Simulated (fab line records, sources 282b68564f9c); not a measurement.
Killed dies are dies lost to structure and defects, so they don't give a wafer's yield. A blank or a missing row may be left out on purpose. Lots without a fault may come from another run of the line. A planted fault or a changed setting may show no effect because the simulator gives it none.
fab line records | flow rit_cmos
record lots=6 wafers=18 last_day=7
route steps=202 shown ACTIVE@18 FOX1@20 FOX2@23 NWELL@28 M1@202
lots that met no fault: from a run of the same line without faults
start_h: hours from the record's first day to the start of the lot's first wafer shown | wait_h: hours since the lot's step before | " the same as in the row above | L1.1+2: a row that stands for several wafers | - no value, or no start given | * or withheld: withheld | < > ~ a bound
route shown NAME@n: a module of which the file shows steps, and the number in the route of the first | usual: mean/standard deviation of fault-free wafers | same: alike in all rows | chamber/n: place in a boat | sites: the reading at each site | _std_site: their standard deviation | _edge_site: outer sites' mean less inner sites' | radius_mm: how far each site lies from the wafer's centre | mask NAME#n: copy n | behind: the tool/chamber that last shaped the wafer | hold: why the lot was held/for how many hours/how that ended | device: the transistor (n, p or np) that didn't switch | end of line: the same wafers' tests at the end of the route | a step without rows: its recipe alone | killed: dies lost to structure and defects at the first sort, not the wafer's yield | map: a wafer's dies, x killed, . not, _ none there
set.NAME: the setting as run; set.NAME@STEP: as run at that earlier step | model.NAME: the simulator's own value behind a step, which no gauge read
lots at some steps of the route; a table a step, a row a wafer
## steps
# step RIT_ACTIVE_CLEAN_16
# recipe chemistry=dHF dilution=50:1 time_s=30
# step RIT_ACTIVE_CLEAN_17
# recipe chemistry=SC2 mix=3:3:50 time_s=600 temp_c=75 dry=n2_spin
# step RIT_FOX1_OXIDATION_00
# recipe temp_c=1100 ambient=H2O target_thk_a=3507 p_h2o_torr=720 ox_time_s=1130
# step RIT_FOX1_THK_MEAS_01
# recipe reads=SiO2_of_FOX1_OXIDATION_00
# usual FOX1_OXIDE_THK=349/7
# columns lot.wafer tool chamber start_h wait_h FOX1_OXIDE_THK[nm]
L842.1 film_metro-02 - 27.54 0.0 342
L842.4 " - " " 344
L842.6 " - " " 346
L850.2 film_metro-04 - 68.38 0.0 345
L850.3 " - " " 335
L850.6 " - " " 338
L851.1 film_metro-04 - 72.41 0.0 350
L851.2 " - " " 350
L851.3 " - " " 353
L852.1 film_metro-04 - 77.35 0.0 341
L852.3 " - " " 349
L852.5 " - " " 343
L858.3 film_metro-04 - 111.25 0.0 363
L858.4 " - " " 358
L858.6 " - " " 361
L859.2 film_metro-02 - 115.62 0.0 352
L859.4 " - " " 351
L859.6 " - " " 359
# step RIT_FOX1_WET_ETCH_02
# recipe chemistry=BOE target_depth_nm=350 time_s=390 temp_c=21.5 dry=n2_spin dilution=10:1 target=SiO2
# step RIT_FOX2_OXIDATION_00
# recipe temp_c=1100 ambient=H2O target_thk_a=3507 p_h2o_torr=720 ox_time_s=1130
# step RIT_FOX2_THK_MEAS_01
# recipe reads=SiO2_of_FOX2_OXIDATION_00
# usual FOX2_OXIDE_THK=349/7.5
# columns lot.wafer tool chamber start_h wait_h FOX2_OXIDE_THK[nm]
L842.1 film_metro-02 - 29.03 0.0 349
L842.4 " - " " 354
L842.6 " - " " 347
L850.2 film_metro-03 - 69.88 0.0 339
L850.3 " - " " 340
L850.6 " - " " 340
L851.1 film_metro-01 - 74.87 0.0 336
L851.2 " - " " 336
L851.3 " - " " 334
L852.1 film_metro-02 - 79.61 0.0 338
L852.3 " - " " 339
L852.5 " - " " 334
L858.3 film_metro-02 - 112.81 0.0 368
L858.4 " - " " 364
L858.6 " - " " 366
L859.2 film_metro-01 - 119.32 0.0 354
L859.4 " - " " 357
L859.6 " - " " 355
# step RIT_FOX2_CLEAN_02
# recipe chemistry=dHF dilution=50:1 time_s=180
# step RIT_FOX2_WET_ETCH_03
# recipe chemistry=H3PO4 target=Si3N4 target_depth_nm=195 temp_c=165 time_s=2700
# step RIT_FOX2_THK_MEAS_90
# recipe reads=SiO2_of_FOX2_OXIDATION_00
# usual FIELD_OXIDE_LEFT_1_THK=322/7.6
# columns lot.wafer tool chamber start_h wait_h FIELD_OXIDE_LEFT_1_THK[nm]
L842.1 film_metro-03 - 29.98 0.0 322
L842.4 " - " " 327
L842.6 " - " " 321
L850.2 film_metro-02 - 70.76 0.0 311
L850.3 " - " " 313
L850.6 " - " " 313
L851.1 film_metro-03 - 75.89 0.0 309
L851.2 " - " " 309
L851.3 " - " " 307
L852.1 film_metro-03 - 80.49 0.0 311
L852.3 " - " " 312
L852.5 " - " " 307
L858.3 film_metro-02 - 113.69 0.0 341
L858.4 " - " " 337
L858.6 " - " " 339
L859.2 film_metro-03 - 120.95 0.0 326
L859.4 " - " " 330
L859.6 " - " " 328
# step RIT_NWELL_HMDS_00
# recipe prime_time_s=60 prime_temp_c=140
# step RIT_NWELL_COAT_01
# recipe resist=NOVOLAK spin_rpm=2000 resist_thk_nm=1300
# step RIT_NWELL_SOFTBAKE_02
# recipe resist=NOVOLAK temp_c=90 time_s=60
# usual run_length_s=89.20/0.18
# columns lot.wafer tool chamber start_h wait_h run_length_s
L842.1 litho_track-04 0 30.34 0.1 89.30
L842.4 " 0 " " 89.27
L842.6 " 0 " " 89.18
L850.2 litho_track-04 0 71.14 0.1 98.21
L850.3 " 0 " " 98.00
L850.6 " 0 " " 98.04
L851.1 litho_track-01 0 76.25 0.1 88.89
L851.2 " 0 " " 88.89
L851.3 " 0 " " 89.14
L852.1 litho_track-04 0 80.85 0.1 98.13
L852.3 " 0 " " 98.45
L852.5 " 0 " " 97.99
L858.3 litho_track-01 0 114.08 0.1 89.00
L858.4 " 0 " " 88.84
L858.6 " 0 " " 89.04
L859.2 litho_track-01 0 121.33 0.1 89.01
L859.4 " 0 " " 89.00
L859.6 " 0 " " 88.97
# step RIT_NWELL_EXPOSE_03
# recipe mask_id=M2 na=0.57 target_cd_nm=43900 dose_mj=250
# step RIT_M1_PROBE_99
# usual killed_at_contacts=0.1/0.31 killed_at_front_end=7.1/2.8 killed_dies=7.2/2.8 killed_open=3.5/2 killed_short=3.7/1.9
# same gross_dies=264 killed_at_M0_to_M3=0 killed_at_M4_up=0 killed_at_back_side=0 killed_at_other=0
# columns lot.wafer tool chamber start_h wait_h killed_at_contacts killed_at_front_end killed_dies killed_open killed_short
L842.1 prober-01 - 67.82 0.1 0 3 3 3 0
L842.4 prober-01 - 67.97 0.2 0 10 10 6 4
L842.6 prober-01 - 68.07 0.2 0 8 8 5 3
L852.1 prober-01 - 120.47 0.1 0 8 8 3 5
L852.3 prober-01 - 120.57 0.2 0 9 9 3 5
L852.5 prober-01 - 120.67 0.2 0 5 5 2 2
L858.3 prober-01 - 159.27 0.2 0 7 7 3 4
L858.4 prober-01 - 159.32 0.2 0 8 8 4 4
L858.6 prober-01 - 159.42 0.2 0 3 3 2 1
# killed by level:class
L842.1 GATE:geometric_particle:open=1 SPACER:geometric_particle:open=1 SILICIDE:geometric_particle:open=1
L842.4 FOX2:geometric_particle:short=2 GATE:geometric_particle:open=2 SPACER:geometric_particle:short=2 SILICIDE:geometric_particle:open=2 FOX1:geometric_particle:open=1 FOX2:geometric_particle:open=1
L842.6 FOX2:geometric_particle:open=2 SILICIDE:geometric_particle:short=2 GATE:geometric_particle:open=1 GATE:geometric_particle:short=1 SPACER:geometric_particle:open=1 SILICIDE:geometric_particle:open=1
L852.1 FOX1:geometric_particle:open=3 FOX1:geometric_particle:short=2 FOX2:geometric_particle:short=1 GATE:geometric_particle:short=1 REOX:geometric_particle:short=1
L852.3 SILICIDE:geometric_particle:short=3 FOX2:geometric_particle:open=2 GATE:geometric_particle:short=2 SILICIDE:geometric_particle:open=1 NRETRO:coat_microbubble_printed=1
L852.5 GATE:geometric_particle:open=2 GATE:geometric_particle:short=1 SILICIDE:geometric_particle:short=1 NRETRO:coat_microbubble_printed=1
L858.3 FOX1:geometric_particle:short=2 GATE:geometric_particle:open=2 GATE:geometric_particle:short=2 REOX:geometric_particle:open=1
L858.4 GATE:geometric_particle:open=4 GATE:geometric_particle:short=3 REOX:geometric_particle:short=1
L858.6 FOX1:geometric_particle:open=2 GATE:geometric_particle:short=1
## key
first_sign step=RIT_NWELL_SOFTBAKE_02 reading=run_length_s direction=up sigmas=50 usual=* struck=*
effect none on later readings
met_at RIT_NWELL_SOFTBAKE_02
struck_wafers L850.2,L850.3,L850.6,L852.1,L852.3,L852.5
tester_left_out L850,L852
onset_between 30.34 71.14
fault kind=process_parameter_drift tool=litho_track-04 chamber=- onset_h=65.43 steps=RIT_NWELL_SOFTBAKE_02 channel=time_s offset=* shape=step end_h=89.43 acts_in=* stated=*
# tester_left_out: of these lots the tester's yield and bins aren't shown, on N5 and GAA mostly nor the transistor test; their killed dies are dies lost to structure and defects alone, not to doping, threshold or leakage, so they don't give the yield
